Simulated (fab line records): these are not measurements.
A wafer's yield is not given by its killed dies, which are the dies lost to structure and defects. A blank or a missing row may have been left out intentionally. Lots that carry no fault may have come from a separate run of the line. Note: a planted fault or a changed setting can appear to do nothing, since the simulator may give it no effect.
Lot-split experiment || flow berkeley_cmos170 || 5 lots, 23 wafers read, on a route of 331 steps

== SPLIT DETAILS ==
At UCB170_V1_EXPOSE_09 (exposes mask VIA1, target cd 700 nm), the setting dose_mj was moved away from the recipe's 37 on 5 of the 23 wafers read, by -4.2% to -3.8%. For the rest of the wafers, this setting stayed at what the recipe calls for.

== FROM THE SPLIT TO THE READING: what the file shows between them, 5 steps ==
- UCB170_V1_PEB_10
- UCB170_V1_DEVELOP_11: develop time 45 s
- UCB170_V1_CD_MEAS_12: target cd 700 nm
- UCB170_V1_ETCH_14: etches SiO2 in CHF3/CF4/Ar, stops on Al, target depth 1250 nm, time 291 s
- UCB170_V1_STRIP_15: strips in O2

== THE READING ==
At UCB170_V1_CD_MEAS_90: cd_nm in nanometres, against a target cd of 700 nm. Typical for fault-free wafers on this fab line: 699.5 nm, with standard deviation 1.5 nm.

{"wafer": "L075.1", "tool, chamber at the split": "krf_scanner-01, 0", "dose_mj as run": 37, "against the recipe": "recipe", "cd_nm, nm": 700.4, "against lot-mates on the recipe": "-"}
{"wafer": "L075.2", "tool, chamber at the split": "krf_scanner-01, 0", "dose_mj as run": 37, "against the recipe": "recipe", "cd_nm, nm": 700.1, "against lot-mates on the recipe": "-"}
{"wafer": "L075.3", "tool, chamber at the split": "krf_scanner-01, 0", "dose_mj as run": 35.58, "against the recipe": "-3.8%", "cd_nm, nm": 691.1, "against lot-mates on the recipe": -9.1}
{"wafer": "L075.5", "tool, chamber at the split": "krf_scanner-01, 0", "dose_mj as run": 35.58, "against the recipe": "-3.8%", "cd_nm, nm": 692.3, "against lot-mates on the recipe": -8.0}
{"wafer": "L075.6", "tool, chamber at the split": "krf_scanner-01, 0", "dose_mj as run": 35.58, "against the recipe": "-3.8%", "cd_nm, nm": 693.3, "against lot-mates on the recipe": -7.0}
{"wafer": "L080.1", "tool, chamber at the split": "krf_scanner-02, 0", "dose_mj as run": 37, "against the recipe": "recipe", "cd_nm, nm": 700.0, "against lot-mates on the recipe": "-"}
{"wafer": "L080.2", "tool, chamber at the split": "krf_scanner-02, 0", "dose_mj as run": 37, "against the recipe": "recipe", "cd_nm, nm": 699.9, "against lot-mates on the recipe": "-"}
{"wafer": "L080.3", "tool, chamber at the split": "krf_scanner-02, 0", "dose_mj as run": 37, "against the recipe": "recipe", "cd_nm, nm": 701.7, "against lot-mates on the recipe": "-"}
{"wafer": "L080.5", "tool, chamber at the split": "krf_scanner-02, 0", "dose_mj as run": 37, "against the recipe": "recipe", "cd_nm, nm": 699.3, "against lot-mates on the recipe": "-"}
{"wafer": "L080.6", "tool, chamber at the split": "krf_scanner-02, 0", "dose_mj as run": 37, "against the recipe": "recipe", "cd_nm, nm": 699.8, "against lot-mates on the recipe": "-"}
{"wafer": "L077.2", "tool, chamber at the split": "krf_scanner-02, 0", "dose_mj as run": 37, "against the recipe": "recipe", "cd_nm, nm": 700.8, "against lot-mates on the recipe": "-"}
{"wafer": "L077.3", "tool, chamber at the split": "krf_scanner-02, 0", "dose_mj as run": 35.43, "against the recipe": "-4.2%", "cd_nm, nm": 692.2, "against lot-mates on the recipe": -8.3}
{"wafer": "L077.4", "tool, chamber at the split": "krf_scanner-02, 0", "dose_mj as run": 35.43, "against the recipe": "-4.2%", "cd_nm, nm": 692.6, "against lot-mates on the recipe": -7.9}
{"wafer": "L077.5", "tool, chamber at the split": "krf_scanner-02, 0", "dose_mj as run": 37, "against the recipe": "recipe", "cd_nm, nm": 700.5, "against lot-mates on the recipe": "-"}
{"wafer": "L077.6", "tool, chamber at the split": "krf_scanner-02, 0", "dose_mj as run": 37, "against the recipe": "recipe", "cd_nm, nm": 700.2, "against lot-mates on the recipe": "-"}
{"wafer": "L083.1", "tool, chamber at the split": "krf_scanner-01, 0", "dose_mj as run": 37, "against the recipe": "recipe", "cd_nm, nm": 699.8, "against lot-mates on the recipe": "-"}
{"wafer": "L083.3", "tool, chamber at the split": "krf_scanner-01, 0", "dose_mj as run": 37, "against the recipe": "recipe", "cd_nm, nm": 699.1, "against lot-mates on the recipe": "-"}
{"wafer": "L083.4", "tool, chamber at the split": "krf_scanner-01, 0", "dose_mj as run": 37, "against the recipe": "recipe", "cd_nm, nm": 699.5, "against lot-mates on the recipe": "-"}
{"wafer": "L085.2", "tool, chamber at the split": "krf_scanner-02, 0", "dose_mj as run": 37, "against the recipe": "recipe", "cd_nm, nm": 696.9, "against lot-mates on the recipe": "-"}
{"wafer": "L085.3", "tool, chamber at the split": "krf_scanner-02, 0", "dose_mj as run": 37, "against the recipe": "recipe", "cd_nm, nm": 700.0, "against lot-mates on the recipe": "-"}
{"wafer": "L085.4", "tool, chamber at the split": "krf_scanner-02, 0", "dose_mj as run": 37, "against the recipe": "recipe", "cd_nm, nm": 697.8, "against lot-mates on the recipe": "-"}
{"wafer": "L085.5", "tool, chamber at the split": "krf_scanner-02, 0", "dose_mj as run": 37, "against the recipe": "recipe", "cd_nm, nm": 697.5, "against lot-mates on the recipe": "-"}
{"wafer": "L085.6", "tool, chamber at the split": "krf_scanner-02, 0", "dose_mj as run": 37, "against the recipe": "recipe", "cd_nm, nm": 698.6, "against lot-mates on the recipe": "-"}

THE FIT
A straight line over all 23 wafers: cd_nm changes by +1.81 nm for each +1% of dose_mj; r = +0.94; the points scatter about the line by 1.2 nm.
The same after taking each lot's own level away (the mean of its wafers on the recipe; 23 wafers): +2.01 nm for each +1%; r = +0.98; scatter 0.78 nm.
The reading moves by 8.5 nm for the largest change in dose_mj, on that fit.
From 698.16 to 700.50 nm: that is the span of the lots' own levels, equal to 1.6 times the standard deviation above.
So the slope is not independent of the lot-to-lot level: the two fits are not the same.
Check: for one of the wafers moved furthest among these (-4.2%), held out of the fit, the line's prediction against its lot-mates is -8.58 nm. Against them it came out at -8.3 nm.

== THE WHOLE CHAIN: every reading that the file lists as answering this split, in the file's order ==
{"step": "UCB170_V1_CD_MEAS_12", "what it does": "target cd 700 nm", "reading": "cd_nm", "change (the file's fit)": "+1.88 nm for each +1% of the setting", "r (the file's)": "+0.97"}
{"step": "UCB170_V1_ETCH_14", "what it does": "etches SiO2 in CHF3/CF4/Ar, stops on Al, target depth 1250 nm, time 291 s", "reading": "V1.cd_nm (the simulator's own value, which no gauge read)", "change (the file's fit)": "+2.02 nm for each +1% of the setting", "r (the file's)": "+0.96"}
{"step": "UCB170_V1_CD_MEAS_90", "what it does": "target cd 700 nm", "reading": "cd_nm", "change (the file's fit)": "+1.99 nm for each +1% of the setting", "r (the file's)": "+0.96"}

== THE FILE'S OWN FIT ==
cd_nm changes by +1.99 nm for each +1% of dose_mj, r = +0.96.
